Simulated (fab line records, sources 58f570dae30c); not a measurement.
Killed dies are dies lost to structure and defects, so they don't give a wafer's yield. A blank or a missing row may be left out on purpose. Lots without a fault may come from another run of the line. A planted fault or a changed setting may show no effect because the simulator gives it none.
Split-lot experiment | flow berkeley_cmos170 | 5 lots, 23 wafers read, on a route of 331 steps

THE SPLIT
At UCB170_M2_EXPOSE_12 (exposes mask METAL2, target cd 700 nm), the setting dose_mj was moved away from the recipe's 26 on 8 of the 23 wafers read, by -6.3% to -4.0%. The other wafers ran this setting at the recipe's value.

FROM THE SPLIT TO THE READING: what the file shows between them, 2 steps
- UCB170_M2_PEB_13
- UCB170_M2_DEVELOP_14: develop time 45 s

THE READING
cd_nm, in nm, at UCB170_M2_CD_MEAS_15 (target cd 700 nm). Fault-free wafers of this fab line usually give 699.9 nm, standard deviation 1.2 nm.

wafer  | tool, chamber at the split | dose_mj as run | against the recipe | cd_nm, nm | against lot-mates on the recipe
L078.1 | krf_scanner-01, 0          | 26             | recipe             | 699.7     | -
L078.3 | krf_scanner-01, 0          | 26             | recipe             | 699.3     | -
L078.4 | krf_scanner-01, 0          | 26             | recipe             | 699.4     | -
L079.1 | krf_scanner-02, 0          | 26             | recipe             | 699.0     | -
L079.2 | krf_scanner-02, 0          | 26             | recipe             | 699.3     | -
L079.4 | krf_scanner-02, 0          | 26             | recipe             | 699.2     | -
L079.5 | krf_scanner-02, 0          | 26             | recipe             | 699.2     | -
L079.6 | krf_scanner-02, 0          | 26             | recipe             | 699.4     | -
L083.1 | krf_scanner-02, 0          | 24.94          | -4.1%              | 708.0     | +8.2
L083.3 | krf_scanner-02, 0          | 26             | recipe             | 700.0     | -
L083.4 | krf_scanner-02, 0          | 26             | recipe             | 699.0     | -
L083.5 | krf_scanner-02, 0          | 26             | recipe             | 700.4     | -
L083.6 | krf_scanner-02, 0          | 24.94          | -4.1%              | 709.2     | +9.4
L081.1 | krf_scanner-01, 0          | 26             | recipe             | 698.4     | -
L081.3 | krf_scanner-01, 0          | 24.36          | -6.3%              | 709.7     | +11.7
L081.4 | krf_scanner-01, 0          | 26             | recipe             | 697.7     | -
L081.5 | krf_scanner-01, 0          | 24.36          | -6.3%              | 708.6     | +10.6
L081.6 | krf_scanner-01, 0          | 24.36          | -6.3%              | 709.3     | +11.2
L085.1 | krf_scanner-02, 0          | 24.95          | -4.0%              | 708.1     | +7.0
L085.2 | krf_scanner-02, 0          | 24.95          | -4.0%              | 707.0     | +5.9
L085.4 | krf_scanner-02, 0          | 26             | recipe             | 701.0     | -
L085.5 | krf_scanner-02, 0          | 24.95          | -4.0%              | 708.2     | +7.1
L085.6 | krf_scanner-02, 0          | 26             | recipe             | 701.3     | -

THE FIT
A straight line over all 23 wafers: cd_nm changes by -1.75 nm for each +1% of dose_mj; r = -0.96; the points scatter about the line by 1.2 nm.
The same after taking each lot's own level away (the mean of its wafers on the recipe; 23 wafers): -1.8 nm for each +1%; r = -0.99; scatter 0.67 nm.
On that fit, the largest move of dose_mj shifts the reading by 11 nm.
The lots' own levels span 698.05 to 701.15 nm, that is 2.6 times the standard deviation above.
So the lot-to-lot level changes the slope little: the two slopes agree.
Check: with one of the wafers moved furthest among these (-6.3%) left out of the fit, the line predicts +11.3 nm for it against its lot-mates. It came out at +11.7 nm against them.

THE WHOLE CHAIN: every reading that the file lists as answering this split, in the file's order
step                 | what it does         | reading                                                   | change (the file's fit)              | r (the file's)
UCB170_M2_CD_MEAS_15 | target cd 700 nm     | cd_nm                                                     | -1.82 nm for each +1% of the setting | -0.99
UCB170_M2_ETCH_17    | etches BARC in N2/H2 | M2.cd_nm (the simulator's own value, which no gauge read) | -1.79 nm for each +1% of the setting | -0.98

THE FILE'S OWN FIT
cd_nm changes by -1.82 nm for each +1% of dose_mj, r = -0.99.
